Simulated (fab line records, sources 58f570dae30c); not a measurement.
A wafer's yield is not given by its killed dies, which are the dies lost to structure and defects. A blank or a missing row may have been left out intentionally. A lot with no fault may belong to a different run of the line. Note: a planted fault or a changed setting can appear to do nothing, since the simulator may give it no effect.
Which tool did it?    flow berkeleyCmos170    14 lots, 42 wafers sampled, at 5 steps of a route of 331

WHAT THE GAUGES SHOWED, per wafer
UCB170_PSD_TW_MEAS_10.
lot   measured      on            PSD_TW
L595  day 8 00:27   filmMetro-03  2322 2316 2310
L596  day 8 00:40   filmMetro-02  2343 2347 2353
L599  day 8 13:59   filmMetro-01  2312 2305 2320
L601  day 8 13:59   filmMetro-03  2314 2323 2330
L600  day 8 14:32   filmMetro-01  2298 2303 2314
L597  day 8 14:42   filmMetro-02  2338 2329 2339
L602  day 9 06:38   filmMetro-02  2330 2319 2331
L606  day 10 03:07  filmMetro-03  2302 2319 2307
L605  day 10 03:17  filmMetro-01  2316 2300 2302
L608  day 10 03:28  filmMetro-02  2337 2333 2334
L612  day 10 19:25  filmMetro-02  2327 2345 2326
L613  day 10 19:31  filmMetro-01  2294 2302 2309
L616  day 11 12:01  filmMetro-02  2319 2326 2342
L617  day 12 00:51  filmMetro-02  2340 2337 2340

UCB170_SDANNEAL_RS_MEAS_02: measures by four-point-probe.
lot   measured      on            PSD_RS (ohm/sq)
L595  day 8 03:45   filmMetro-03  75.8 75.7 75.5
L596  day 8 04:46   filmMetro-03  75.3 75.3 75.1
L599  day 8 16:57   filmMetro-01  75.6 75.5 75.5
L601  day 8 17:18   filmMetro-02  74.8 74.6 74.8
L600  day 8 17:50   filmMetro-02  75.6 75.2 75.3
L597  day 8 17:53   filmMetro-01  75.4 75.4 75.8
L602  day 9 11:09   filmMetro-01  75.2 75.3 75.5
L606  day 10 07:44  filmMetro-02  75.4 75.2 75.2
L605  day 10 07:58  filmMetro-01  84.1 84.3 83.8
L608  day 10 08:13  filmMetro-02  84.2 84.0 84.3
L612  day 11 00:46  filmMetro-02  76.3 76.3 76.4
L613  day 10 23:37  filmMetro-03  76.1 76.1 76.1
L616  day 11 16:42  filmMetro-02  76.0 75.7 76.0
L617  day 12 06:59  filmMetro-02  76.2 76.0 76.1

UCB170_SDANNEAL_RS_MEAS_03: measures by four-point-probe.
lot   measured      on            NSD_RS (ohm/sq)
L595  day 8 03:52   filmMetro-03  37.24 37.17 37.06
L596  day 8 04:53   filmMetro-03  37.20 37.23 37.31
L599  day 8 17:04   filmMetro-01  37.26 37.36 37.25
L601  day 8 17:25   filmMetro-02  37.20 37.17 37.29
L600  day 8 17:58   filmMetro-02  37.26 37.19 37.22
L597  day 8 18:00   filmMetro-01  37.38 37.25 37.26
L602  day 9 11:16   filmMetro-01  37.27 37.27 37.14
L606  day 10 07:51  filmMetro-02  37.15 37.10 37.18
L605  day 10 08:05  filmMetro-01  38.57 38.63 38.67
L608  day 10 08:20  filmMetro-02  38.41 38.49 38.49
L612  day 11 00:53  filmMetro-02  37.32 37.24 37.26
L613  day 10 23:44  filmMetro-03  37.33 37.23 37.19
L616  day 11 16:49  filmMetro-02  37.32 37.34 37.21
L617  day 12 07:07  filmMetro-02  37.26 37.22 37.33

UCB170_SDANNEAL_RS_MEAS_04: measures by four-point-probe.
lot   measured      on            PLDD_RS (ohm/sq)
L595  day 8 03:59   filmMetro-03  1035.6 1031.1 1034.5
L596  day 8 05:00   filmMetro-03  1031.9 1032.2 1031.1
L599  day 8 17:11   filmMetro-01  1038.5 1032.2 1032.5
L601  day 8 17:32   filmMetro-02  1035.8 1030.9 1030.0
L600  day 8 18:05   filmMetro-02  1036.0 1034.6 1035.0
L597  day 8 18:07   filmMetro-01  1033.3 1032.4 1036.7
L602  day 9 11:23   filmMetro-01  1033.4 1034.3 1034.8
L606  day 10 07:58  filmMetro-02  1030.9 1034.1 1030.7
L605  day 10 08:12  filmMetro-01  1043.4 1044.3 1043.4
L608  day 10 08:27  filmMetro-02  1040.3 1044.6 1037.7
L612  day 11 01:01  filmMetro-02  1033.2 1034.5 1037.2
L613  day 10 23:51  filmMetro-03  1029.9 1031.2 1030.2
L616  day 11 16:56  filmMetro-02  1031.7 1032.1 1032.1
L617  day 12 07:14  filmMetro-02  1028.4 1030.5 1031.7

WHAT TOOL EACH LOT RAN ON (gives the tool, then ch and the chambers of the sampled wafers, and finally the start)
lot   UCB170_SDANNEAL_RTA_01
L595  rtpAnneal-01 ch 0, day 8 03:41
L596  rtpAnneal-01 ch 0, day 8 04:41
L599  rtpAnneal-02 ch 0, day 8 16:53
L601  rtpAnneal-01 ch 0, day 8 17:14
L600  rtpAnneal-01 ch 0, day 8 17:37
L597  rtpAnneal-01 ch 0, day 8 17:47
L602  rtpAnneal-02 ch 0, day 9 11:05
L606  rtpAnneal-02 ch 0, day 10 07:40
L605  rtpAnneal-01 ch 0, day 10 07:52
L608  rtpAnneal-01 ch 0, day 10 08:02
L612  rtpAnneal-02 ch 0, day 11 00:42
L613  rtpAnneal-02 ch 0, day 10 23:33
L616  rtpAnneal-02 ch 0, day 11 16:39
L617  rtpAnneal-02 ch 0, day 12 06:55
- UCB170_SDANNEAL_RTA_01: time 5 s.

WHAT THE TOOLS THEMSELVES READ (means of the sampled wafers that have a number; where no wafer has one, the mark that the record gives instead)
UCB170_SDANNEAL_RTA_01.
lot   tool          annealTempCMax  lampPowerPct (%)  wafer_temp_C_max
L595  rtpAnneal-01  1058.0          38.5              1054.7
L596  rtpAnneal-01  1057.9          38.5              1054.8
L599  rtpAnneal-02  1055.4          34.0              1054.9
L601  rtpAnneal-01  1056.1          38.5              1054.3
L600  rtpAnneal-01  1058.1          38.5              1053.7
L597  rtpAnneal-01  1059.0          38.4              1054.9
L602  rtpAnneal-02  1056.0          34.0              1054.9
L606  rtpAnneal-02  1056.0          34.0              1055.0
L605  rtpAnneal-01  1058.8          36.8              1054.4
L608  rtpAnneal-01  1059.0          36.8              1054.5
L612  rtpAnneal-02  1056.1          34.0              1054.3
L613  rtpAnneal-02  1056.8          34.0              1054.9
L616  rtpAnneal-02  1057.4          34.0              1054.7
L617  rtpAnneal-02  1056.5          34.0              1054.4

THE ANSWER, worked out from the rows above alone
Rule: what is usual is taken from the lots themselves. The widest of any qualifying gaps counts: lots, ordered by their means at a reading, are off when they make up no more than a third of the lots, leave a main group of 4 or more, and stand apart from it by 3 or more times the standard deviation of that group's means. Not used: any main group whose means are identical at the precision the tables above print for the reading. Also off: a lot with no number at a reading for which 4 or more lots have one. Any other lot the step has rows for is counted as sound. First the gauges in route order, then the tools' own readings, where a lot's mean is used as printed above. At the first step where some lot is off, the reading lying furthest off is the one used; lots without a number count as furthest.
Off: L605, L608, at UCB170_SDANNEAL_RS_MEAS_02 (PSD_RS). Main group: mean 75.6 ohm/sq, sd 0.43.
If a tool, at a process step before that reading, ran all the lots that are off and no sound lot after the first of them, it fits. Gauges at UCB170_SDANNEAL_RS_MEAS_02: tried the same way as those tools. One fits: rtpAnneal-01 at UCB170_SDANNEAL_RTA_01. Its last sound lot is L597 (day 8 17:47), its first lot that is off L605 (day 10 07:52): a fault that began between those two fits.

WHAT WAS PUT IN BY THE SIMULATOR
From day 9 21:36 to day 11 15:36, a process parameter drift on rtpAnneal-01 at UCB170_SDANNEAL_RTA_01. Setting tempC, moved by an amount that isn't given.
Shown lots that were struck: L605, L608. The rule given above showed the same thing.
